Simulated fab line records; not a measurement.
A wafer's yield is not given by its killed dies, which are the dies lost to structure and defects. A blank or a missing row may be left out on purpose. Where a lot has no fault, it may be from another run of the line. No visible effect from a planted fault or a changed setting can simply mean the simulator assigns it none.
fab line records    flow rit_cmos
[record] lots = 15  wafers = 45  last_day = 7
route steps=202 shown M1@195
lots with no fault: from the same line, run without faults
start_h: hours from the record's opening day to when the first of the lot's shown wafers began    wait_h: time in hours since the lot's previous step    " identical to the entry in the row above    L1.1+2: several wafers, shown together as one row    - no value, or no start was given    * or withheld: withheld    < > ~ a bound
route shown NAME@n: NAME is a module with steps in the file, n the number in the route of the first one    usual: mean/standard deviation taken from wafers without a fault    same: alike in all rows    chamber/n: place in a boat    sites: per-site readings    _std_site: the values' standard deviation    _edge_site: outer sites' mean less inner sites'    radius_mm: how far each site lies from the wafer's centre    mask NAME#n: copy n    behind: the last tool/chamber to shape the wafer    hold: why the lot was held/for how many hours/how that ended    device: whichever transistor did not switch (one of n, p or np)    end of line: the route-end tests of the same wafers    a step without rows: its recipe alone    killed: the dies lost at the first sort to structure and to defects; this is not the yield of the wafer    map: shows each die of a wafer: x if killed, . if not, _ if none is there
set.NAME: setting as actually run; set.NAME@STEP: the setting as run at that earlier step    model.NAME: the simulator's own value behind a step, which no gauge read
steps of the route over a sample of lots; a table a step, a row a wafer
[[steps]]
[step RIT_M1_HARDBAKE_11]
[recipe] resist = NOVOLAK  temp_c = 140  time_s = 120
[usual] heater_power_total_W = 52.03/0.059  plate_temp_C = 140.02/0.17
lot.wafer  tool            chamber  start_h  wait_h  heater_power_total_W  plate_temp_C
L340.1     litho_track-04  0        59.02    0.0     52.09                 140.22
L340.3     "               0        "        "       52.04                 140.15
L340.6     "               0        "        "       52.04                 140.09
L341.1     litho_track-01  0        61.40    0.0     52.11                 139.85
L341.3     "               0        "        "       52.06                 139.89
L341.6     "               0        "        "       52.06                 139.96
L342.1     litho_track-04  0        70.81    0.2     52.01                 139.99
L342.5     "               0        "        "       52.03                 140.11
L342.6     "               0        "        "       51.96                 140.12
L343.1     litho_track-04  0        73.53    0.0     52.01                 140.08
L343.3     "               0        "        "       52.02                 139.96
L343.4     "               0        "        "       52.05                 139.80
L344.1     litho_track-04  0        77.29    0.0     52.06                 139.95
L344.4     "               0        "        "       52.16                 139.86
L344.5     "               0        "        "       52.01                 139.82
L345.1     litho_track-04  0        81.58    0.0     52.01                 140.05
L345.4     "               0        "        "       52.04                 140.02
L345.5     "               0        "        "       51.99                 139.96
L346.1     litho_track-04  0        86.49    0.1     52.02                 140.14
L346.5     "               0        "        "       52.16                 140.15
L346.6     "               0        "        "       52.09                 140.19
L347.1     litho_track-02  0        90.06    0.0     51.98                 139.94
L347.4     "               0        "        "       52.00                 139.95
L347.5     "               0        "        "       51.92                 139.80
L348.3     litho_track-04  0        99.04    0.1     52.06                 139.92
L348.4     "               0        "        "       51.96                 139.75
L348.6     "               0        "        "       52.06                 139.95
L350.2     litho_track-01  0        109.63   0.1     52.04                 140.10
L350.3     "               0        "        "       52.04                 139.76
L350.6     "               0        "        "       51.91                 139.91
L354.4     litho_track-04  0        129.51   0.1     49.46                 134.50
L354.5     "               0        "        "       49.44                 134.65
L354.6     "               0        "        "       49.55                 134.70
L355.3     litho_track-04  0        132.87   0.1     49.35                 134.60
L355.4     "               0        "        "       49.41                 134.39
L355.5     "               0        "        "       49.49                 134.58
L358.2     litho_track-04  0        150.09   0.1     49.32                 134.42
L358.5     "               0        "        "       49.48                 134.50
L358.6     "               0        "        "       49.36                 134.52
L362.4     litho_track-01  0        171.53   0.1     51.92                 140.22
L362.5     "               0        "        "       52.04                 139.98
L362.6     "               0        "        "       52.00                 140.13
L363.2     litho_track-01  0        176.11   0.1     52.06                 139.89
L363.3     "               0        "        "       52.05                 140.05
L363.6     "               0        "        "       52.05                 139.98
[step RIT_M1_PROBE_99]
[usual] defect_limited_yield = 97.4/1.2  killed_at_M0_to_M3 = 0.0/0.18  killed_at_contacts = 0.1/0.32  killed_at_front_end = 7/3  killed_dies = 7/3.1  killed_open = 3.3/1.8  killed_short = 3.6/2  sort_bin_3_pad_short = 0.1/0.22  sort_bin_5_function = 1.4/0.84  sort_bin_6_memory = 1.0/0.67  sort_n_pass = 257/3.1  sort_yield_pct = 97.4/1.2
[same] gross_dies = 264  killed_at_M4_up = 0  killed_at_back_side = 0  killed_at_other = 0
lot.wafer  tool       chamber  start_h  wait_h  defect_limited_yield[%]  killed_at_M0_to_M3  killed_at_contacts  killed_at_front_end  killed_dies  killed_open  killed_short  sort_bin_3_pad_short[%]  sort_bin_5_function[%]  sort_bin_6_memory[%]  sort_n_pass  sort_yield_pct[%]
L354.4     prober-01  -        132.22   0.2     98.1                     0                   0                   5                    5            2            3             0.4                      1.1                     0.4                   259          98.1
L354.5     prober-01  -        132.27   0.2     98.5                     0                   0                   4                    4            2            2             0                        0.8                     0.8                   260          98.5
L354.6     prober-01  -        132.32   0.2     97.7                     0                   0                   6                    6            1            5             0                        1.9                     0.4                   258          97.7
L355.3     prober-02  -        135.41   0.2     95.8                     0                   0                   11                   11           8            3             0                        3.0                     1.1                   253          95.8
L355.4     prober-02  -        135.46   0.2     97.7                     0                   0                   6                    6            4            2             0                        1.1                     1.1                   258          97.7
L355.5     prober-02  -        135.51   0.2     98.9                     0                   0                   3                    3            2            1             0                        0.8                     0.4                   261          98.9
L362.4     prober-01  -        174.29   0.2     97.3                     0                   0                   7                    7            2            4             0.8                      1.1                     0.8                   257          97.3
L362.5     prober-01  -        174.34   0.2     96.6                     0                   0                   9                    9            5            4             0.8                      0.8                     1.9                   255          96.6
L362.6     prober-01  -        174.39   0.2     97.7                     0                   0                   6                    6            4            2             0.4                      1.1                     0.8                   258          97.7
L363.2     prober-02  -        178.62   0.1     97.3                     0                   0                   7                    7            2            5             0                        1.9                     0.8                   257          97.3
L363.3     prober-02  -        178.67   0.2     96.2                     0                   0                   10                   10           5            5             0                        3.0                     0.8                   254          96.2
L363.6     prober-02  -        178.82   0.2     95.5                     0                   0                   12                   12           5            7             0.4                      1.9                     2.3                   252          95.5
// killed by level:class
L354.4 GATE:geometric_particle:short=3 GATE:geometric_particle:open=2
L354.5 FOX1:geometric_particle:short=1 FOX2:geometric_particle:open=1 GATE:geometric_particle:open=1 GATE:geometric_particle:short=1
L354.6 FOX1:geometric_particle:short=2 FOX2:geometric_particle:open=1 FOX2:geometric_particle:short=1 GATE:geometric_particle:short=1 REOX:geometric_particle:short=1
L355.3 SILICIDE:geometric_particle:open=5 SILICIDE:geometric_particle:short=2 FOX1:geometric_particle:open=1 FOX2:geometric_particle:open=1 GATE:geometric_particle:open=1 SPACER:geometric_particle:short=1
L355.4 REOX:geometric_particle:open=2 FOX1:geometric_particle:open=1 FOX1:geometric_particle:short=1 GATE:geometric_particle:short=1 SPACER:geometric_particle:open=1
L355.5 FOX1:geometric_particle:open=1 GATE:geometric_particle:short=1 SPACER:geometric_particle:open=1
L362.4 SPACER:geometric_particle:short=3 ACTIVE:geometric_particle:open=1 FOX1:geometric_particle:short=1 GATE:geometric_particle:open=1 PRETRO:coat_microbubble_printed=1
L362.5 REOX:geometric_particle:open=3 FOX1:geometric_particle:short=1 FOX1:geometric_particle:open=1 FOX2:geometric_particle:short=1 GATE:geometric_particle:short=1 GATE:geometric_particle:open=1 REOX:geometric_particle:short=1
L362.6 SPACER:geometric_particle:open=2 FOX1:geometric_particle:open=1 FOX1:geometric_particle:short=1 GATE:geometric_particle:short=1 SILICIDE:geometric_particle:open=1
L363.2 GATE:geometric_particle:short=4 SPACER:geometric_particle:open=1 SILICIDE:geometric_particle:short=1 SILICIDE:geometric_particle:open=1
L363.3 GATE:geometric_particle:open=4 FOX1:geometric_particle:short=2 GATE:geometric_particle:short=2 REOX:geometric_particle:short=1 REOX:geometric_particle:open=1
L363.6 FOX1:geometric_particle:short=4 GATE:geometric_particle:open=2 FOX1:geometric_particle:open=1 FOX2:geometric_particle:short=1 GATE:geometric_particle:short=1 REOX:geometric_particle:open=1 SPACER:geometric_particle:short=1 SILICIDE:geometric_particle:open=1
[[key]]
[first_sign] step = RIT_M1_HARDBAKE_11  reading = heater_power_total_W  direction = down  sigmas = 44  usual = 52.03  struck = 49.43
[effect] step = RIT_M1_HARDBAKE_11  reading = plate_temp_C  direction = down  sigmas = 33  usual = *  struck = *
met_at RIT_M1_HARDBAKE_11
struck_lots L354,L355,L358
onset_between 99.04 129.51
[fault] kind = process_parameter_drift  tool = litho_track-04  chamber = -  onset_h = 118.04  steps = RIT_M1_HARDBAKE_11  channel = temp_c  offset = *  shape = step  end_h = 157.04  acts_in = *  stated = *
